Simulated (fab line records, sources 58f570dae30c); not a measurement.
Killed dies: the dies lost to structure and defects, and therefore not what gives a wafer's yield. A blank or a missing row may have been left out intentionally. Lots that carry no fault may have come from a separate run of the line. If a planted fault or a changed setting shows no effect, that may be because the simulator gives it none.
Commonality check across tools | flow berkeley_cmos170 | 14 lots, 48 wafers sampled

## REASON IT WAS OPENED
At UCB170_CONTACT_THK_MEAS_02 the reading CONTACT_PSG_THK is flagged on 2 of 14 lots. Wafers without a fault read 697 nm, standard deviation 7.9.
Rule: flag the lot when none of its wafers has a number, or when each of its wafers that has one lies beyond 4 standard deviations from that mean. The other lots count as sound.

lot  | measured     | on            | CONTACT_PSG_THK (nm), wafer by wafer | flag
L328 | day 7 03:06  | film_metro-02 | 690 692 695                          |
L329 | day 7 03:07  | film_metro-01 | 700 697 696                          |
L330 | day 7 03:07  | film_metro-03 | 696 696 703                          |
L331 | day 7 12:17  | film_metro-02 | 707 699 704                          |
L332 | day 7 12:18  | film_metro-01 | 703 701 704                          |
L336 | day 8 15:42  | film_metro-02 | 711 705 708                          |
L335 | day 8 15:43  | film_metro-03 | 706 704 702                          |
L333 | day 8 15:49  | film_metro-01 | 697 699 697                          |
L334 | day 8 15:49  | film_metro-03 | 695 689 689                          |
L339 | day 9 04:21  | film_metro-03 | 699 699 696                          |
L344 | day 10 08:54 | film_metro-02 | 859 854 858 860 852 857              | FLAGGED
L349 | day 10 23:23 | film_metro-03 | 706 704 702                          |
L346 | day 11 01:38 | film_metro-03 | 868 868 865 868 867 865              | FLAGGED
L350 | day 11 11:03 | film_metro-03 | 689 693 694                          |
The numbers of the flagged lots are 862 nm on average: +165 nm against the usual, or +21 standard deviations.

## TOOL THAT RAN EACH LOT
Before the reading, the record contains 2 process steps out of a 331-step route. Each cell gives the tool, then ch followed by the chambers the sampled wafers passed through, then the start.
lot  | flag    | UCB170_SDANNEAL_RTA_01           | UCB170_CONTACT_CVD_01
L328 |         | rtp_anneal-02 ch 0, day 6 21:10  | lpcvd-02 ch 0, day 7 00:26
L329 |         | rtp_anneal-02 ch 0, day 6 20:57  | lpcvd-02 ch 0, day 7 00:26
L330 |         | rtp_anneal-01 ch 0, day 6 20:58  | lpcvd-02 ch 1, day 7 00:26
L331 |         | rtp_anneal-02 ch 0, day 7 09:25  | lpcvd-01 ch 1, day 7 10:30
L332 |         | rtp_anneal-01 ch 0, day 7 09:26  | lpcvd-01 ch 0, day 7 10:30
L336 |         | rtp_anneal-02 ch 0, day 8 12:08  | lpcvd-01 ch 0, day 8 13:55
L335 |         | rtp_anneal-01 ch 0, day 8 12:10  | lpcvd-01 ch 1, day 8 13:55
L333 |         | rtp_anneal-02 ch 0, day 8 11:47  | lpcvd-02 ch 1, day 8 13:08
L334 |         | rtp_anneal-01 ch 0, day 8 11:52  | lpcvd-02 ch 0, day 8 13:08
L339 |         | rtp_anneal-01 ch 0, day 8 22:41  | lpcvd-01 ch 1, day 9 01:40
L344 | FLAGGED | rtp_anneal-02 ch 0, day 10 05:08 | lpcvd-02 ch 0, day 10 06:13
L349 |         | rtp_anneal-02 ch 0, day 10 20:31 | lpcvd-01 ch 1, day 10 21:37
L346 | FLAGGED | rtp_anneal-01 ch 0, day 10 20:32 | lpcvd-02 ch 1, day 10 22:57
L350 |         | rtp_anneal-02 ch 0, day 11 08:11 | lpcvd-01 ch 0, day 11 09:16
What these steps do:
- UCB170_SDANNEAL_RTA_01: time 5 s.
- UCB170_CONTACT_CVD_01: deposits PSG from SiH4/O2/PH3, target thk 700 nm, time 2820 s.
- UCB170_CONTACT_THK_MEAS_02

## FLAGGED AGAINST TOTAL, ONE TOOL AT A TIME (gauges that did the reading follow at the end)
step                       | tool          | lots run | flagged | share of the flagged lots | sound lots run after its first flagged lot
UCB170_SDANNEAL_RTA_01     | rtp_anneal-01 | 6        | 1       | some                      | 0
UCB170_SDANNEAL_RTA_01     | rtp_anneal-02 | 8        | 1       | some                      | 2 (L349,L350)
UCB170_CONTACT_CVD_01      | lpcvd-01      | 7        | 0       | none                      | -
UCB170_CONTACT_CVD_01      | lpcvd-02      | 7        | 2       | all                       | 0
UCB170_CONTACT_THK_MEAS_02 | film_metro-01 | 3        | 0       | none                      | -
UCB170_CONTACT_THK_MEAS_02 | film_metro-02 | 4        | 1       | some                      | 0
UCB170_CONTACT_THK_MEAS_02 | film_metro-03 | 7        | 1       | some                      | 1 (L350)

## WHAT THE TABLE PERMITS
1 row of the table ran every flagged lot: lpcvd-02 at UCB170_CONTACT_CVD_01.
- lpcvd-02 at UCB170_CONTACT_CVD_01: 2 of its 7 lots flagged. Last sound lot L333 at day 8 13:08, first flagged lot L344 at day 10 06:13; a fault beginning in between fits.
What remains is a single tool, lpcvd-02 at UCB170_CONTACT_CVD_01.

## WHAT THE SIMULATOR HAD INSERTED
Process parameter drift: lpcvd-02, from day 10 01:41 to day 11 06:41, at UCB170_CONTACT_CVD_01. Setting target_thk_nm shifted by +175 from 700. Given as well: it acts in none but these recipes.
Shown lots that were struck: L344, L346. Same finding as the rule above.
